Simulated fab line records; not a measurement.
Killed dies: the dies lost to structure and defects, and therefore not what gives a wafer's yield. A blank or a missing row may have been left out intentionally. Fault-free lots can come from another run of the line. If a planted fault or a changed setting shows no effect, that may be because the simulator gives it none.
Check for tools in common	flow rit_cmos	Lots sampled 14, wafers sampled 42

WHAT PROMPTED THE OPENING
2 of 14 lots carry a flag on the reading FOX1_OXIDE_THK at RIT_FOX1_THK_MEAS_01. No-fault wafers: 348 nm, standard deviation 7.3.
Rule: flag the lot when none of its wafers has a number, or when each of its wafers that has one lies beyond 4 standard deviations from that mean. All remaining lots are regarded as sound.

lot	measured	on	FOX1_OXIDE_THK (nm), wafer by wafer	flag
L298	day 1 16:50	film_metro-01	348 357 347	
L299	day 2 00:34	film_metro-01	344 349 349	
L303	day 2 18:19	film_metro-01	308 309 307	FLAGGED
L304	day 2 23:01	film_metro-04	318 317 314	FLAGGED
L310	day 4 05:09	film_metro-03	347 358 354	
L311	day 4 10:55	film_metro-01	337 338 333	
L314	day 5 01:28	film_metro-01	349 346 341	
L315	day 5 07:22	film_metro-01	361 361 363	
L316	day 5 11:14	film_metro-01	345 347 347	
L317	day 5 16:21	film_metro-03	351 354 354	
L318	day 5 21:02	film_metro-04	347 346 350	
L319	day 6 03:14	film_metro-03	350 349 350	
L320	day 6 07:03	film_metro-03	340 337 329	
L321	day 6 14:13	film_metro-04	340 345 346	
The numbers of the flagged lots are 312 nm on average: -36 nm against the usual, or -5 standard deviations.

TOOL THAT RAN EACH LOT
The record holds 1 process step before the reading, out of a route of 202 steps. In each cell: the tool, then ch and the chambers that the sampled wafers went through, then the start.
lot	flag	RIT_FOX1_OXIDATION_00
L298		furnace-02 ch 0, day 1 15:31
L299		furnace-01 ch 0, day 1 23:14
L303	FLAGGED	furnace-02 ch 0, day 2 16:59
L304	FLAGGED	furnace-02 ch 0, day 2 21:41
L310		furnace-04 ch 0, day 4 03:50
L311		furnace-01 ch 0, day 4 09:35
L314		furnace-04 ch 0, day 5 00:08
L315		furnace-01 ch 0, day 5 06:03
L316		furnace-01 ch 0, day 5 09:55
L317		furnace-04 ch 0, day 5 15:02
L318		furnace-04 ch 0, day 5 19:43
L319		furnace-04 ch 0, day 6 01:56
L320		furnace-04 ch 0, day 6 05:44
L321		furnace-02 ch 0, day 6 12:53
What is done by these steps:
- RIT_FOX1_OXIDATION_00: target thk 350.7 nm, ox time 1130 s.
- RIT_FOX1_THK_MEAS_01

FLAGGED AGAINST TOTAL, ONE TOOL AT A TIME (gauges that did the reading follow at the end)
step	tool	lots run	flagged	share of the flagged lots	sound lots run after its first flagged lot
RIT_FOX1_OXIDATION_00	furnace-01	4	0	none	-
RIT_FOX1_OXIDATION_00	furnace-02	4	2	all	1 (L321)
RIT_FOX1_OXIDATION_00	furnace-04	6	0	none	-
RIT_FOX1_THK_MEAS_01	film_metro-01	7	1	some	4 (L311,L314,L315,L316)
RIT_FOX1_THK_MEAS_01	film_metro-03	4	0	none	-
RIT_FOX1_THK_MEAS_01	film_metro-04	3	1	some	2 (L318,L321)

WHAT THE TABLE PERMITS
Rows of the table that ran each flagged lot: 1, that is furnace-02 at RIT_FOX1_OXIDATION_00.
- furnace-02 at RIT_FOX1_OXIDATION_00: 2 of its 4 lots flagged. Sound lots followed the first flagged one (L321) on it, something a lasting fault affecting the whole tool could not allow. Its own readings (spike_tc_centre_C, spike_tc_source_C, tube_center_temp_C, tube_center_temp_C_max) fall more than 4 standard deviations out on all wafers of the flagged lots.
Not one row of the table ran every flagged lot while running no sound lot after the first.

WHAT THE SIMULATOR PUT IN
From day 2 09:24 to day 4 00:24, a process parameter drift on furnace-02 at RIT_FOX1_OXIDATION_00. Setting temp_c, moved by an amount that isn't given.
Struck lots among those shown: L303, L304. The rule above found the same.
